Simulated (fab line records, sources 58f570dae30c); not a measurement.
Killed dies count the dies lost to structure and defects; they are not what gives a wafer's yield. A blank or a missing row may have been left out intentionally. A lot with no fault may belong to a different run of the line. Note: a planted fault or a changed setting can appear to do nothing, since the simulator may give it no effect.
Which tool is to blame? | flow berkeley-cmos170 | 15 lots with 45 wafers sampled at 6 steps, on a route of 331 steps

WHAT EACH GAUGE READ, for each wafer
UCB170_PLDD_TW_MEAS_11.
lot  | measured     | on            | PLDD_TW
L540 | day 7 16:38  | film-metro-03 | 1012 1009 1009
L541 | day 7 18:00  | film-metro-03 | 1007 1017 1011
L543 | day 7 21:33  | film-metro-01 | 1142 1139 1137
L545 | day 9 08:34  | film-metro-01 | 997 1002 997
L547 | day 9 08:37  | film-metro-03 | 1009 1009 1015
L548 | day 9 09:44  | film-metro-01 | 1139 1138 1132
L552 | day 9 17:05  | film-metro-02 | 1002 1003 1003
L551 | day 9 17:46  | film-metro-02 | 1140 1138 1138
L553 | day 10 11:09 | film-metro-02 | 1007 1009 1004
L554 | day 11 01:31 | film-metro-02 | 1006 1001 1003
L555 | day 11 01:43 | film-metro-03 | 1012 1013 1005
L559 | day 11 18:31 | film-metro-03 | 1004 1010 1004
L562 | day 11 18:41 | film-metro-01 | 995 1006 1006
L561 | day 11 18:49 | film-metro-02 | 1007 1009 1010
L563 | day 12 11:33 | film-metro-01 | 1000 1007 1000

UCB170_NLDD_CD_MEAS_06 targets a cd of 1200 nm.
lot  | measured     | on        | cd-nm (nm)
L540 | day 7 18:56  | cd-sem-02 | 1200.5 1200.4 1200.3
L541 | day 7 20:13  | cd-sem-01 | 1201.3 1202.0 1201.5
L543 | day 7 22:50  | cd-sem-02 | 1198.5 1198.8 1198.1
L545 | day 9 10:07  | cd-sem-01 | 1199.2 1201.3 1201.0
L547 | day 9 10:23  | cd-sem-02 | 1199.9 1200.6 1200.9
L548 | day 9 11:31  | cd-sem-01 | 1202.0 1201.1 1200.6
L552 | day 9 18:29  | cd-sem-02 | 1198.3 1198.2 1199.1
L551 | day 9 19:11  | cd-sem-02 | 1199.7 1202.7 1200.4
L553 | day 10 12:23 | cd-sem-01 | 1202.8 1201.8 1201.5
L554 | day 11 03:02 | cd-sem-02 | 1200.7 1201.3 1200.1
L555 | day 11 03:09 | cd-sem-01 | 1202.9 1202.1 1202.0
L559 | day 11 19:52 | cd-sem-01 | 1199.7 1199.6 1198.9
L562 | day 11 20:09 | cd-sem-02 | 1199.9 1197.2 1198.3
L561 | day 11 20:24 | cd-sem-02 | 1202.0 1201.2 1203.1
L563 | day 12 12:54 | cd-sem-01 | 1200.0 1199.1 1200.0

UCB170_SDANNEAL_RS_MEAS_04: uses a four-point probe to measure.
lot  | measured     | on            | PLDD_RS (ohm/sq)
L540 | day 8 10:41  | film-metro-02 | 1030 1027 1027
L541 | day 8 11:54  | film-metro-02 | 1027 1026 1029
L543 | day 8 11:10  | film-metro-02 | 756 757 756
L545 | day 9 22:32  | film-metro-02 | 1036 1033 1036
L547 | day 9 22:22  | film-metro-03 | 1032 1035 1035
L548 | day 9 22:53  | film-metro-03 | 758 755 758
L552 | day 10 08:10 | film-metro-03 | 1035 1036 1033
L551 | day 10 08:55 | film-metro-03 | 757 756 758
L553 | day 11 01:58 | film-metro-02 | 1032 1031 1036
L554 | day 12 02:26 | film-metro-03 | 1031 1033 1035
L555 | day 12 02:58 | film-metro-03 | 1033 1034 1033
L559 | day 12 10:11 | film-metro-02 | 1032 1030 1029
L562 | day 12 10:38 | film-metro-01 | 1035 1035 1035
L561 | day 12 10:27 | film-metro-03 | 1026 1030 1028
L563 | day 13 07:04 | film-metro-02 | 1030 1034 1033

WHAT TOOL EACH LOT RAN ON (gives the tool, then ch and the chambers of the sampled wafers, and finally the start)
lot  | UCB170_PLDD_IMPLANT_09          | UCB170_SDANNEAL_RTA_00           | UCB170_SDANNEAL_RTA_01
L540 | implanter-03 ch 0, day 7 16:23  | rtp-anneal-01 ch 0, day 8 10:11  | rtp-anneal-01 ch 0, day 8 10:15
L541 | implanter-04 ch 0, day 7 17:45  | rtp-anneal-01 ch 0, day 8 11:32  | rtp-anneal-01 ch 0, day 8 11:36
L543 | implanter-03 ch 0, day 7 20:59  | rtp-anneal-01 ch 0, day 8 10:32  | rtp-anneal-01 ch 0, day 8 10:36
L545 | implanter-03 ch 0, day 9 08:21  | rtp-anneal-02 ch 0, day 9 22:02  | rtp-anneal-02 ch 0, day 9 22:10
L547 | implanter-04 ch 0, day 9 08:22  | rtp-anneal-01 ch 0, day 9 22:00  | rtp-anneal-01 ch 0, day 9 22:04
L548 | implanter-02 ch 0, day 9 09:09  | rtp-anneal-02 ch 0, day 9 22:16  | rtp-anneal-02 ch 0, day 9 22:20
L552 | implanter-02 ch 0, day 9 16:50  | rtp-anneal-01 ch 0, day 10 07:48 | rtp-anneal-01 ch 0, day 10 07:52
L551 | implanter-04 ch 0, day 9 17:11  | rtp-anneal-02 ch 0, day 10 08:33 | rtp-anneal-02 ch 0, day 10 08:37
L553 | implanter-03 ch 0, day 10 10:54 | rtp-anneal-02 ch 0, day 11 01:36 | rtp-anneal-02 ch 0, day 11 01:40
L554 | implanter-03 ch 0, day 11 01:13 | rtp-anneal-01 ch 0, day 12 02:04 | rtp-anneal-01 ch 0, day 12 02:08
L555 | implanter-02 ch 0, day 11 01:28 | rtp-anneal-01 ch 0, day 12 02:36 | rtp-anneal-01 ch 0, day 12 02:40
L559 | implanter-04 ch 0, day 11 18:16 | rtp-anneal-02 ch 0, day 12 09:48 | rtp-anneal-02 ch 0, day 12 09:52
L562 | implanter-02 ch 0, day 11 18:26 | rtp-anneal-02 ch 0, day 12 10:16 | rtp-anneal-02 ch 0, day 12 10:20
L561 | implanter-04 ch 0, day 11 18:34 | rtp-anneal-01 ch 0, day 12 10:02 | rtp-anneal-01 ch 0, day 12 10:06
L563 | implanter-04 ch 0, day 12 11:20 | rtp-anneal-01 ch 0, day 13 06:41 | rtp-anneal-01 ch 0, day 13 06:44
- UCB170_PLDD_IMPLANT_09
- UCB170_SDANNEAL_RTA_00: time 10 s.
- UCB170_SDANNEAL_RTA_01: time 5 s.

WHAT THE TOOLS THEMSELVES READ (means of the sampled wafers that have a number; where no wafer has one, the mark that the record gives instead)
UCB170_PLDD_IMPLANT_09.
lot  | tool         | beam-energy-keV | beam-on-s (s) | dose-ions-cm2
L540 | implanter-03 | 9.998           | 10.2          | 4.997e+13
L541 | implanter-04 | 9.998           | 10.3          | 4.995e+13
L543 | implanter-03 | 10.000          | 10.0          | 4.999e+13
L545 | implanter-03 | 10.001          | 10.1          | 5.004e+13
L547 | implanter-04 | 9.995           | 10.2          | 5.002e+13
L548 | implanter-02 | 9.999           | 9.9           | 5.000e+13
L552 | implanter-02 | 9.996           | 10.0          | 5.000e+13
L551 | implanter-04 | 10.000          | 10.4          | 4.999e+13
L553 | implanter-03 | 9.998           | 10.2          | 5.001e+13
L554 | implanter-03 | 10.000          | 10.0          | 5.005e+13
L555 | implanter-02 | 9.996           | 10.0          | 4.993e+13
L559 | implanter-04 | 10.002          | 10.4          | 4.995e+13
L562 | implanter-02 | 10.000          | 10.1          | 5.001e+13
L561 | implanter-04 | 10.001          | 10.7          | 4.996e+13
L563 | implanter-04 | 9.999           | 10.6          | 5.009e+13

UCB170_SDANNEAL_RTA_00.
lot  | tool          | lamp-power-pct (%) | wafer_temp_C_max
L540 | rtp-anneal-01 | 20.3               | 902.8
L541 | rtp-anneal-01 | 20.3               | 903.7
L543 | rtp-anneal-01 | 20.3               | 902.8
L545 | rtp-anneal-02 | 22.9               | 906.0
L547 | rtp-anneal-01 | 20.3               | 904.1
L548 | rtp-anneal-02 | 22.9               | 906.0
L552 | rtp-anneal-01 | 20.3               | 903.1
L551 | rtp-anneal-02 | 22.9               | 906.0
L553 | rtp-anneal-02 | 22.9               | 905.7
L554 | rtp-anneal-01 | 20.3               | 902.9
L555 | rtp-anneal-01 | 20.3               | 905.7
L559 | rtp-anneal-02 | 22.9               | 904.9
L562 | rtp-anneal-02 | 22.9               | 905.2
L561 | rtp-anneal-01 | 20.3               | 903.5
L563 | rtp-anneal-01 | 20.3               | 903.6

UCB170_SDANNEAL_RTA_01.
lot  | tool          | lamp-power-pct (%) | wafer_temp_C_max
L540 | rtp-anneal-01 | 31.4               | 1054.9
L541 | rtp-anneal-01 | 31.4               | 1054.8
L543 | rtp-anneal-01 | 31.4               | 1054.2
L545 | rtp-anneal-02 | 35.3               | 1058.0
L547 | rtp-anneal-01 | 31.4               | 1053.8
L548 | rtp-anneal-02 | 35.3               | 1057.8
L552 | rtp-anneal-01 | 31.4               | 1053.9
L551 | rtp-anneal-02 | 35.4               | 1057.0
L553 | rtp-anneal-02 | 35.3               | 1056.1
L554 | rtp-anneal-01 | 31.4               | 1054.3
L555 | rtp-anneal-01 | 31.4               | 1053.6
L559 | rtp-anneal-02 | 35.3               | 1058.3
L562 | rtp-anneal-02 | 35.3               | 1058.1
L561 | rtp-anneal-01 | 31.4               | 1053.7
L563 | rtp-anneal-01 | 31.4               | 1054.7

THE ANSWER, worked out from the rows above alone
Rule: the usual values come from the lots themselves. The widest of any qualifying gaps counts: lots, ordered by their means at a reading, are off when they make up no more than a third of the lots, leave a main group of 4 or more, and stand apart from it by 3 or more times the standard deviation of that group's means. The tables above print the reading to a certain number of digits; a main group whose means all agree to those digits is not used. Also off: a lot with no number at a reading for which 4 or more lots have one. Any other lot the step has rows for is counted as sound. After the gauges, taken in route order, come the tools' own readings; for these a lot's mean is taken, as printed above. At the first step where some lot is off, the reading lying furthest off is the one used; lots without a number count as furthest.
Off: L543, L548, L551, seen at UCB170_PLDD_TW_MEAS_11 (PLDD_TW). The main group has a mean of 1006 with a standard deviation of 4.
If a tool, at a process step before that reading, ran all the lots that are off and no sound lot after the first of them, it fits. The gauges at UCB170_PLDD_TW_MEAS_11 are tried like those tools. Not one of the candidates tried fits.

WHAT HAD BEEN PUT IN BY THE SIMULATOR
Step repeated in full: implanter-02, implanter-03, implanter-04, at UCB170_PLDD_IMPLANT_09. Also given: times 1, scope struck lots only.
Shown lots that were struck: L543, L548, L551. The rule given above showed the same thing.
